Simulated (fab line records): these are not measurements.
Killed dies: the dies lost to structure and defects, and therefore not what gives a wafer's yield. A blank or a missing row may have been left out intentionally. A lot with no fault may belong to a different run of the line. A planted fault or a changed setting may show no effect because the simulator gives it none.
Which of the tools did it?    flow berkeleyCmos170    14 lots with 42 wafers sampled at 6 steps, on a route of 331 steps

## WHAT THE GAUGES SHOWED, per wafer
UCB170_M2_THK_MEAS_03: measures by xrf. Usual: M2_AL_THK 906 nm, standard deviation 12.
lot   measured      on            M2_AL_THK (nm)  flag
L533  day 8 15:07   filmMetro-04  898 902 904     
L534  day 8 16:32   filmMetro-02  909 909 908     
L535  day 8 18:20   filmMetro-02  886 904 902     
L538  day 10 22:52  filmMetro-02  911 913 897     
L539  day 10 23:20  filmMetro-03  925 922 923     
L536  day 10 23:35  filmMetro-04  902 915 903     
L543  day 11 00:47  filmMetro-04  923 897 907     
L546  day 12 01:52  filmMetro-04  882 900 880     
L548  day 12 15:27  filmMetro-03  925 898 918     
L549  day 12 18:40  filmMetro-03  899 904 894     
L551  day 13 04:00  filmMetro-04  916 920 917     
L553  day 13 06:50  filmMetro-02  902 914 905     
L552  day 13 09:10  filmMetro-02  889 891 895     
L554  day 13 10:50  filmMetro-04  904 907 917     

UCB170_M3_RS_MEAS_02: measures by four-point-probe. Usual: M3_AL_RS 0.03218 ohm/sq, standard deviation 0.00027.
lot   measured      on            M3_AL_RS (ohm/sq)        flag
L533  day 8 20:03   filmMetro-01  0.03178 0.03153 0.03179  
L534  day 8 21:26   filmMetro-03  0.0327 0.03243 0.03207   
L535  day 8 23:38   filmMetro-02  0.03227 0.0321 0.03203   
L538  day 11 09:32  filmMetro-01  0.03208 0.03184 0.03187  
L539  day 11 09:21  filmMetro-02  0.0321 0.03222 0.03204   
L536  day 11 09:59  filmMetro-01  0.03204 0.03201 0.03218  
L543  day 11 10:59  filmMetro-03  0.03263 0.03276 0.03231  
L546  day 12 09:54  filmMetro-01  0.02974 0.03212 0.03218  OFF
L548  day 12 20:52  filmMetro-01  0.03232 0.02959 0.03162  OFF
L549  day 13 00:01  filmMetro-03  0.03225 0.03196 0.03205  
L551  day 13 09:45  filmMetro-01  0.03257 0.0327 0.0323    
L553  day 13 12:47  filmMetro-03  0.03262 0.0323 0.0325    
L552  day 13 14:21  filmMetro-03  0.03183 0.03179 0.03203  
L554  day 13 16:02  filmMetro-02  0.03222 0.03246 0.03256  

UCB170_M3_THK_MEAS_03: measures by xrf. Usual: M3_AL_THK 906 nm, standard deviation 9.1.
lot   measured      on            M3_AL_THK (nm)  flag
L533  day 8 20:10   filmMetro-01  919 921 922     
L534  day 8 21:34   filmMetro-03  893 898 912     
L535  day 8 23:46   filmMetro-02  892 902 903     
L538  day 11 09:39  filmMetro-01  910 920 917     
L539  day 11 09:28  filmMetro-02  899 900 906     
L536  day 11 10:06  filmMetro-01  908 907 906     
L543  day 11 11:07  filmMetro-03  906 903 918     
L546  day 12 10:01  filmMetro-01  977 900 899     
L548  day 12 20:58  filmMetro-01  898 976 918     
L549  day 13 00:08  filmMetro-03  911 919 912     
L551  day 13 09:51  filmMetro-01  898 891 905     
L553  day 13 12:53  filmMetro-03  894 905 901     
L552  day 13 14:28  filmMetro-03  922 914 912     
L554  day 13 16:09  filmMetro-02  904 896 890     

UCB170_M3_CD_MEAS_15 targets a cd of 700 nm. Usual: cdNm 699.7 nm, standard deviation 1.6.
lot   measured      on        cdNm (nm)          flag
L533  day 8 22:00   cdSem-01  700.7 699.3 699.3  
L534  day 8 23:11   cdSem-02  697.9 696.7 698.8  
L535  day 9 02:03   cdSem-01  700.7 702.7 701.3  
L538  day 11 15:48  cdSem-01  697.6 699.1 699.9  
L539  day 11 15:36  cdSem-02  697.4 698.3 698.1  
L536  day 11 16:04  cdSem-01  699.9 699.0 698.8  
L543  day 11 17:26  cdSem-01  700.8 699.8 699.6  
L546  day 12 13:58  cdSem-02  700.5 699.7 699.7  
L548  day 12 23:29  cdSem-01  699.5 699.9 700.2  
L549  day 13 02:24  cdSem-01  698.8 698.1 700.1  
L551  day 13 12:03  cdSem-02  699.4 698.6 698.9  
L553  day 13 14:32  cdSem-01  701.9 702.4 703.3  
L552  day 13 16:35  cdSem-01  698.9 699.7 699.4  
L554  day 13 18:39  cdSem-02  699.2 699.0 698.7  

## TOOL THAT RAN EACH LOT (tool first, then ch and the chambers of the sampled wafers, then the start)
lot   UCB170_M2_SPUTTER_01         UCB170_M3_SPUTTER_01
L533  pvdSputter-01, day 8 14:55   pvdSputter-04, day 8 19:58
L534  pvdSputter-03, day 8 16:20   pvdSputter-02, day 8 21:21
L535  pvdSputter-03, day 8 18:08   pvdSputter-04, day 8 23:33
L538  pvdSputter-02, day 10 22:40  pvdSputter-02, day 11 09:26
L539  pvdSputter-03, day 10 23:08  pvdSputter-04, day 11 09:16
L536  pvdSputter-01, day 10 23:23  pvdSputter-01, day 11 09:54
L543  pvdSputter-03, day 11 00:35  pvdSputter-02, day 11 10:53
L546  pvdSputter-01, day 12 01:40  pvdSputter-02, day 12 09:49
L548  pvdSputter-02, day 12 15:14  pvdSputter-02, day 12 20:45
L549  pvdSputter-02, day 12 18:28  pvdSputter-04, day 12 23:56
L551  pvdSputter-01, day 13 03:46  pvdSputter-04, day 13 09:38
L553  pvdSputter-03, day 13 06:37  pvdSputter-04, day 13 12:34
L552  pvdSputter-02, day 13 08:58  pvdSputter-04, day 13 14:16
L554  pvdSputter-03, day 13 10:38  pvdSputter-04, day 13 15:57
- UCB170_M2_SPUTTER_01: material Al, target thk 900 nm, time 120 s.
- UCB170_M3_SPUTTER_01: material Al, target thk 900 nm, time 120 s.

## AS READ BY THE TOOLS THEMSELVES (means over the sampled wafers that have a number; for cases with no such wafer, the mark the record gives instead)
UCB170_M2_SPUTTER_01. Usual: throttleValvePct 30.3 %, standard deviation 0.76.
lot   tool           throttleValvePct (%)  flag
L533  pvdSputter-01  29.4                  
L534  pvdSputter-03  30.2                  
L535  pvdSputter-03  31.0                  
L538  pvdSputter-02  30.6                  
L539  pvdSputter-03  30.8                  
L536  pvdSputter-01  29.6                  
L543  pvdSputter-03  31.1                  
L546  pvdSputter-01  29.1                  
L548  pvdSputter-02  30.5                  
L549  pvdSputter-02  30.3                  
L551  pvdSputter-01  29.2                  
L553  pvdSputter-03  31.0                  
L552  pvdSputter-02  30.1                  
L554  pvdSputter-03  30.8                  

UCB170_M3_SPUTTER_01. Usual: throttleValvePct 30.3 %, standard deviation 1.5.
lot   tool           throttleValvePct (%)  flag
L533  pvdSputter-04  29.7                  
L534  pvdSputter-02  30.2                  
L535  pvdSputter-04  29.7                  
L538  pvdSputter-02  30.2                  
L539  pvdSputter-04  31.7                  
L536  pvdSputter-01  30.0                  
L543  pvdSputter-02  30.1                  
L546  pvdSputter-02  30.3                  
L548  pvdSputter-02  30.6                  
L549  pvdSputter-04  29.8                  
L551  pvdSputter-04  29.7                  
L553  pvdSputter-04  29.6                  
L552  pvdSputter-04  30.2                  
L554  pvdSputter-04  30.2                  

## THE ANSWER, worked out from the rows above alone
Rule: a lot counts as off when the mean over its wafers that have a number is more than 3 standard deviations away from the usual mean. Also off: a lot with no number at a reading for which 4 or more lots have one. Where the step has rows for the other lots, those lots are counted as sound. After the gauges, taken in route order, come the tools' own readings; for these a lot's mean is taken, as printed above. The first step at which some lot is off is used, and at that step the reading that is off furthest; a lot without a number counts as furthest.
Off: L546, L548, at UCB170_M3_RS_MEAS_02 (M3_AL_RS).
If a tool, at a process step before that reading, ran all the lots that are off and no sound lot after the first of them, it fits. Those tools and the gauges at UCB170_M3_RS_MEAS_02 are tried in the same way. One fits: pvdSputter-02 at UCB170_M3_SPUTTER_01. A fault onset in the window from L543 (day 11 10:53, its last sound lot) to L546 (day 12 09:49, its first lot off) fits.

## WHAT THE SIMULATOR HAD PUT IN
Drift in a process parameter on pvdSputter-02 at UCB170_M3_SPUTTER_01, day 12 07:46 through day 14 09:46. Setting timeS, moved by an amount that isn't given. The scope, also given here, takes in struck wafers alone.
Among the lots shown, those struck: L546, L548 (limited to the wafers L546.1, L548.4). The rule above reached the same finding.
